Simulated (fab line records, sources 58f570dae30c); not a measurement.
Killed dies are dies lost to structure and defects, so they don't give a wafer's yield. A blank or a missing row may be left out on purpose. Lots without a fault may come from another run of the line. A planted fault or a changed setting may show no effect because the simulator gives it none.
Which tool did it? | flow berkeley_cmos170 | 6 lots, 18 wafers sampled, at 3 steps of a route of 331

WHAT THE GAUGES READ, wafer by wafer
UCB170_M3_RS_MEAS_02: measures by four-point-probe.
lot  | measured     | on            | M3_AL_RS (ohm/sq)
L954 | day 7 16:16  | film_metro-03 | 0.0325 0.0322 0.0324
L955 | day 8 09:08  | film_metro-01 | 0.0322 0.0327 0.0326
L962 | day 9 10:13  | film_metro-01 | 0.0319 0.0315 0.0317
L961 | day 9 05:31  | film_metro-03 | 0.0321 0.0323 0.0319
L970 | day 11 13:58 | film_metro-02 | 0.0322 0.0509 0.0508
L975 | day 12 01:35 | film_metro-01 | 0.0315 0.0315 0.0313

WHICH TOOL RAN EACH LOT (tool, then ch and the chambers of the sampled wafers, then the start)
lot  | UCB170_SDANNEAL_RTA_00           | UCB170_M3_SPUTTER_01
L954 | rtp_anneal-01 ch 0, day 6 19:14  | pvd_sputter-02, day 7 16:11
L955 | rtp_anneal-01 ch 0, day 7 07:30  | pvd_sputter-01, day 8 09:02
L962 | rtp_anneal-01 ch 0, day 8 09:34  | pvd_sputter-02, day 9 10:08
L961 | rtp_anneal-01 ch 0, day 8 10:10  | pvd_sputter-03, day 9 05:25
L970 | rtp_anneal-01 ch 0, day 10 09:40 | pvd_sputter-03, day 11 13:53
L975 | rtp_anneal-02 ch 0, day 11 00:08 | pvd_sputter-02, day 12 01:28
- UCB170_SDANNEAL_RTA_00: time 10 s.
- UCB170_M3_SPUTTER_01: material Al, target thk 900 nm, time 120 s.

THE ANSWER, worked out from the rows above alone
Rule: what is usual is taken from the lots themselves. Put in order of their means at a reading, lots are off if they are a third of the lots or fewer, leave a main group of 4 or more, and stand apart from it by a gap of 3 or more times the standard deviation of the main group's means; of several such gaps the widest counts. A main group whose means are all the same, to the digits that the tables above print for the reading, isn't used. A lot without any number at a reading at which 4 lots or more have one is off too. The other lots that the step has rows for count as sound.
Off: L970, at UCB170_M3_RS_MEAS_02 (M3_AL_RS). The main group: mean 0.0320 ohm/sq, standard deviation 0.0004.
A tool fits if, at a process step before that reading, it ran every lot that is off, and no sound lot after the first of them. The gauges at UCB170_M3_RS_MEAS_02 are tried like those tools. Can't be told from this: 3 tools fit, rtp_anneal-01 at UCB170_SDANNEAL_RTA_00, pvd_sputter-03 at UCB170_M3_SPUTTER_01, film_metro-02 at UCB170_M3_RS_MEAS_02.

WHAT THE SIMULATOR HAD PUT IN
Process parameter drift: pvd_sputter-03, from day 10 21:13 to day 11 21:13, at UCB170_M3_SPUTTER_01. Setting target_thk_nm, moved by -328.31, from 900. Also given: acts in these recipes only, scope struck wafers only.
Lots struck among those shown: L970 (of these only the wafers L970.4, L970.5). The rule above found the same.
